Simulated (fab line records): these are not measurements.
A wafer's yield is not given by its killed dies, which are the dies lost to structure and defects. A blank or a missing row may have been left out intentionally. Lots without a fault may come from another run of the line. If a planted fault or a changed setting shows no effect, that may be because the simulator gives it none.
fab line records + flow berkeley-cmos170
[record]
- lots = 6
- wafers = 18
- last-day = 12
route steps=331 shown PFIELD@86 FIELD@89 SACOX@97
lots with no fault: from the same line, run without faults
start-h: hours from the record's first day to the start of the lot's first wafer shown + wait-h: hours from the lot's prior step to this one + " identical to the entry in the row above + L1.1+2: a single row standing in for several wafers + - value missing, or start not given + * or withheld: withheld + < > ~ a bound
route shown NAME@n: names a module that has steps shown in the file, with the first one's number in the route + usual: average and standard deviation across the fault-free wafers + same: alike in all rows + chamber/n: place in a boat + sites: each site's reading + _std_site: how widely they spread, as a standard deviation + _edge_site: outer sites' mean less inner sites' + radius-mm: for every site, how far away it sits from the centre of the wafer + mask NAME#n: copy n + behind: the last tool/chamber to shape the wafer + hold: why the lot was held/for how many hours/how that ended + device: the n, p or np transistor that did not switch + end of line: at the end of the route, the tests of the same wafers + for a step that has no rows: nothing shown but its recipe + killed: the dies lost at the first sort to structure and to defects; this is not the yield of the wafer + map: shows each die of a wafer: x if killed, . if not, _ if none is there
set.NAME: the setting as run; set.NAME@STEP: as run at that earlier step + model.NAME: the simulator's own value behind a step, which no gauge read
lots seen at some steps along the route; tables by step, rows by wafer
services: the hour from which a tool's chamber was out of use, counted from the record's first day as start-h (under 0 if before that day), plus the number of hours and why
[[steps]]
[step UCB170_PFIELD_IMPLANT_07]
[recipe]
- species = B
- dose-cm2 = 2e+13
- energy-kev = 80
- tilt-deg = 7
[step UCB170_PFIELD_STRIP_08]
[recipe]
- chemistry = O2
- power-w = 400
- pressure-mtorr = 3500
- platen-temp-c = withheld
- o2-flow-sccm = 400
- overash-fraction = 0.5
[usual]
- drypump-motor-current-A = 5.5/0.54
- oes-product-au = 0.734/0.0047
- strip-time-to-endpoint-s = 21.61/0.07
| lot.wafer | tool            | chamber | start-h | wait-h | drypump-motor-current-A | oes-product-au | rf-hours-counter-h | strip-time-to-endpoint-s |
|-----------|-----------------|---------|---------|--------|-------------------------|----------------|--------------------|--------------------------|
| L244.3    | plasma-asher-04 | 0       | 73.17   | 0.1    | 6.2                     | 0.734          | -                  | 21.68                    |
| L244.4    | "               | 1       | "       | "      | 6.3                     | 0.734          | -                  | 21.72                    |
| L244.6    | "               | 0       | "       | "      | 6.2                     | 0.737          | -                  | 21.66                    |
| L254.3    | plasma-asher-03 | 0       | 149.63  | 0.1    | 5.2                     | 0.736          | -                  | 21.68                    |
| L254.4    | "               | 1       | "       | "      | 5.2                     | 0.738          | -                  | 21.64                    |
| L254.6    | "               | 1       | "       | "      | 5.2                     | 0.731          | -                  | 21.55                    |
| L255.1    | plasma-asher-04 | 1       | 149.87  | 0.1    | 6.3                     | 0.729          | 31                 | 21.46                    |
| L255.4    | "               | 0       | "       | "      | 6.2                     | 0.733          | -                  | 21.52                    |
| L255.6    | "               | 1       | "       | "      | 6.3                     | 0.735          | -                  | 21.49                    |
| L257.2    | plasma-asher-04 | 0       | 151.48  | 0.1    | 6.2                     | 0.727          | 31                 | 21.60                    |
| L257.3    | "               | 1       | "       | "      | 6.3                     | 0.735          | -                  | 21.64                    |
| L257.5    | "               | 1       | "       | "      | 6.3                     | 0.733          | -                  | 21.56                    |
| L266.1    | plasma-asher-03 | 0       | 191.56  | 0.1    | 5.3                     | 0.736          | 51                 | 21.57                    |
| L266.2    | "               | 1       | "       | "      | 5.2                     | 0.742          | 51                 | 21.53                    |
| L266.4    | "               | 0       | "       | "      | 5.3                     | 0.721          | -                  | 21.56                    |
| L267.2    | plasma-asher-04 | 1       | 205.53  | 0.1    | 6.3                     | 0.738          | 36                 | 21.62                    |
| L267.3    | "               | 0       | "       | "      | 6.2                     | 0.723          | -                  | 21.65                    |
| L267.6    | "               | 0       | "       | "      | 6.2                     | 0.734          | -                  | 21.63                    |
[step UCB170_PFIELD_TW_MEAS_09]
[usual]
- PFIELD_TW = 603/4.8
| lot.wafer | tool          | chamber | start-h | wait-h | PFIELD_TW |
|-----------|---------------|---------|---------|--------|-----------|
| L244.3    | film-metro-01 | -       | 73.26   | 0.1    | 608       |
| L244.4    | "             | -       | "       | "      | 603       |
| L244.6    | "             | -       | "       | "      | 609       |
| L254.3    | film-metro-04 | -       | 149.71  | 0.1    | 605       |
| L254.4    | "             | -       | "       | "      | 603       |
| L254.6    | "             | -       | "       | "      | 599       |
| L255.1    | film-metro-02 | -       | 149.97  | 0.1    | 598       |
| L255.4    | "             | -       | "       | "      | 597       |
| L255.6    | "             | -       | "       | "      | 604       |
| L257.2    | film-metro-02 | -       | 151.59  | 0.1    | 599       |
| L257.3    | "             | -       | "       | "      | 598       |
| L257.5    | "             | -       | "       | "      | 598       |
| L266.1    | film-metro-01 | -       | 191.66  | 0.1    | 607       |
| L266.2    | "             | -       | "       | "      | 606       |
| L266.4    | "             | -       | "       | "      | 607       |
| L267.2    | film-metro-02 | -       | 205.64  | 0.1    | 595       |
| L267.3    | "             | -       | "       | "      | 597       |
| L267.6    | "             | -       | "       | "      | 595       |
[step UCB170_FIELD_CLEAN_00]
[recipe]
- chemistry = dHF
- dilution = 25:1
- time-s = 7.5
[step UCB170_FIELD_OXIDATION_01]
[recipe]
- temp-c = 1000
- ambient = H2O
- p-h2o-torr = 584.62
- target-thk-a = 5583
- ox-time-s = 7200
[step UCB170_FIELD_THK_MEAS_02]
[recipe]
- reads = SiO2_of_FIELD_OXIDATION_01
[usual]
- FIELD_OXIDE_THK = 558/8.6
| lot.wafer | tool          | chamber | start-h | wait-h | FIELD_OXIDE_THK[nm] |
|-----------|---------------|---------|---------|--------|---------------------|
| L244.3    | film-metro-02 | -       | 81.12   | 0.0    | 552                 |
| L244.4    | "             | -       | "       | "      | 552                 |
| L244.6    | "             | -       | "       | "      | 550                 |
| L255.1    | film-metro-02 | -       | 156.59  | 0.0    | 554                 |
| L255.4    | "             | -       | "       | "      | 559                 |
| L255.6    | "             | -       | "       | "      | 560                 |
| L254.3    | film-metro-04 | -       | 156.61  | 0.0    | 552                 |
| L254.4    | "             | -       | "       | "      | 558                 |
| L254.6    | "             | -       | "       | "      | 559                 |
| L257.2    | film-metro-04 | -       | 156.66  | 0.1    | 548                 |
| L257.3    | "             | -       | "       | "      | 548                 |
| L257.5    | "             | -       | "       | "      | 550                 |
| L266.1    | film-metro-04 | -       | 196.13  | 0.1    | 577                 |
| L266.2    | "             | -       | "       | "      | 565                 |
| L266.4    | "             | -       | "       | "      | 567                 |
| L267.2    | film-metro-02 | -       | 212.03  | 0.0    | 561                 |
| L267.3    | "             | -       | "       | "      | 557                 |
| L267.6    | "             | -       | "       | "      | 561                 |
[step UCB170_FIELD_ANNEAL_03]
[recipe]
- temp-c = 1000
- time-s = 1200
- ambient = N2
[step UCB170_FIELD_WET_ETCH_04]
[recipe]
- chemistry = dHF
- dilution = 10:1
- target = SiO2
- temp-c = 25
- time-s = 60
[step UCB170_FIELD_WET_ETCH_05]
[recipe]
- chemistry = H3PO4
- target = Si3N4
- temp-c = 160
- time-s = 12600
[step UCB170_FIELD_WET_ETCH_06]
[recipe]
- chemistry = BOE
- dilution = 5:1
- target = SiO2
- temp-c = 25
- time-s = 22.81
[step UCB170_FIELD_THK_MEAS_90]
[recipe]
- reads = SiO2_of_FIELD_OXIDATION_01
[usual]
- FIELD_OXIDE_LEFT_1_THK = 441/8.6
| lot.wafer | tool          | chamber | start-h | wait-h | FIELD_OXIDE_LEFT_1_THK[nm] |
|-----------|---------------|---------|---------|--------|----------------------------|
| L244.3    | film-metro-02 | -       | 90.08   | 0.0    | 436                        |
| L244.4    | "             | -       | "       | "      | 436                        |
| L244.6    | "             | -       | "       | "      | 435                        |
| L254.3    | film-metro-03 | -       | 163.48  | 0.1    | 435                        |
| L254.4    | "             | -       | "       | "      | 441                        |
| L254.6    | "             | -       | "       | "      | 442                        |
| L257.2    | film-metro-03 | -       | 163.53  | 0.1    | 431                        |
| L257.3    | "             | -       | "       | "      | 429                        |
| L257.5    | "             | -       | "       | "      | 431                        |
| L255.1    | film-metro-04 | -       | 163.54  | 0.1    | 437                        |
| L255.4    | "             | -       | "       | "      | 441                        |
| L255.6    | "             | -       | "       | "      | 443                        |
| L266.1    | film-metro-02 | -       | 205.28  | 0.1    | 461                        |
| L266.2    | "             | -       | "       | "      | 449                        |
| L266.4    | "             | -       | "       | "      | 450                        |
| L267.2    | film-metro-02 | -       | 218.77  | 0.0    | 444                        |
| L267.3    | "             | -       | "       | "      | 441                        |
| L267.6    | "             | -       | "       | "      | 445                        |
[step UCB170_SACOX_CLEAN_00]
[recipe]
- chemistry = dHF
- dilution = 25:1
- time-s = 7.5
[step UCB170_SACOX_OXIDATION_01]
[recipe]
- temp-c = 900
- ambient = O2
- target-thk-a = 144
- ox-time-s = 2400
[usual]
- ox-temp-c = 900.0/0.35
- ox-temp-c-max = 904.5/1.3
| lot.wafer | tool       | chamber | start-h | wait-h | ox-temp-c | ox-temp-c-max |
|-----------|------------|---------|---------|--------|-----------|---------------|
| L244.3    | furnace-02 | 0       | 97.08   | 7.0    | 899.7     | 905.1         |
| L244.4    | "          | 0       | "       | "      | 899.8     | 905.1         |
| L244.6    | "          | 0       | "       | "      | 899.5     | 905.1         |
| L254.3    | furnace-01 | -       | 166.54  | 3.0    | -         | -             |
| L254.4    | "          | -       | "       | "      | -         | -             |
| L254.6    | "          | -       | "       | "      | -         | -             |
| L255.1    | furnace-01 | -       | 166.54  | 2.9    | -         | -             |
| L255.4    | "          | -       | "       | "      | -         | -             |
| L255.6    | "          | -       | "       | "      | -         | -             |
| L257.2    | furnace-01 | 0       | 166.54  | 2.9    | 899.8     | 902.6         |
| L257.3    | "          | 0       | "       | "      | 899.8     | 903.2         |
| L257.5    | "          | 0       | "       | "      | 899.9     | 903.5         |
| L266.1    | furnace-02 | 0       | 206.22  | 0.9    | 900.4     | 905.3         |
| L266.2    | "          | 0       | "       | "      | 900.7     | 906.1         |
| L266.4    | "          | 0       | "       | "      | 900.0     | 905.6         |
| L267.2    | furnace-01 | 0       | 220.66  | 1.5    | 899.9     | 904.2         |
| L267.3    | "          | 0       | "       | "      | 900.5     | 904.0         |
| L267.6    | "          | 0       | "       | "      | 899.9     | 904.5         |
[[services]]
| tool            | chamber | start-h | hours | kind |
|-----------------|---------|---------|-------|------|
| furnace-02      | -       | 108.53  | 2.9   | pm   |
| furnace-02      | -       | 143.49  | 3.4   | pm   |
| furnace-01      | -       | 148.81  | 3.3   | pm   |
| plasma-asher-04 | -       | 153.10  | 4.3   | pm   |
| furnace-01      | -       | 172.71  | 1.3   | pm   |
[[key]]
[first-sign]
- step = UCB170_SACOX_OXIDATION_01
- reading = tool-record
- direction = missing
effect none on later readings
met-at UCB170_SACOX_OXIDATION_01
struck-wafers L254.3,L254.4,L254.6,L255.1,L255.4,L255.6
later-rows-left-out L254.3,L254.4,L254.6,L255.1,L255.4,L255.6
sort-left-out L254.3,L254.4,L254.6,L255.1,L255.4,L255.6
tester-left-out L254,L255
[fault]
- kind = skipped-step-whole
- tool = furnace-01
- chamber = -
- onset-h = 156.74
- steps = UCB170_SACOX_OXIDATION_01
- scope = struck-lots-only
// tester-left-out: of these lots the tester's yield and bins aren't shown, on N5 and GAA mostly nor the transistor test; their killed dies are dies lost to structure and defects alone, not to doping, threshold or leakage, so they don't give the yield
// sort-left-out: the simulated sort isn't trusted on such a fault, so these wafers' sort isn't shown, and their yield isn't known
// later-rows-left-out: the simulator's readings of these wafers behind a module that went badly wrong aren't trusted and aren't shown, but for the sort
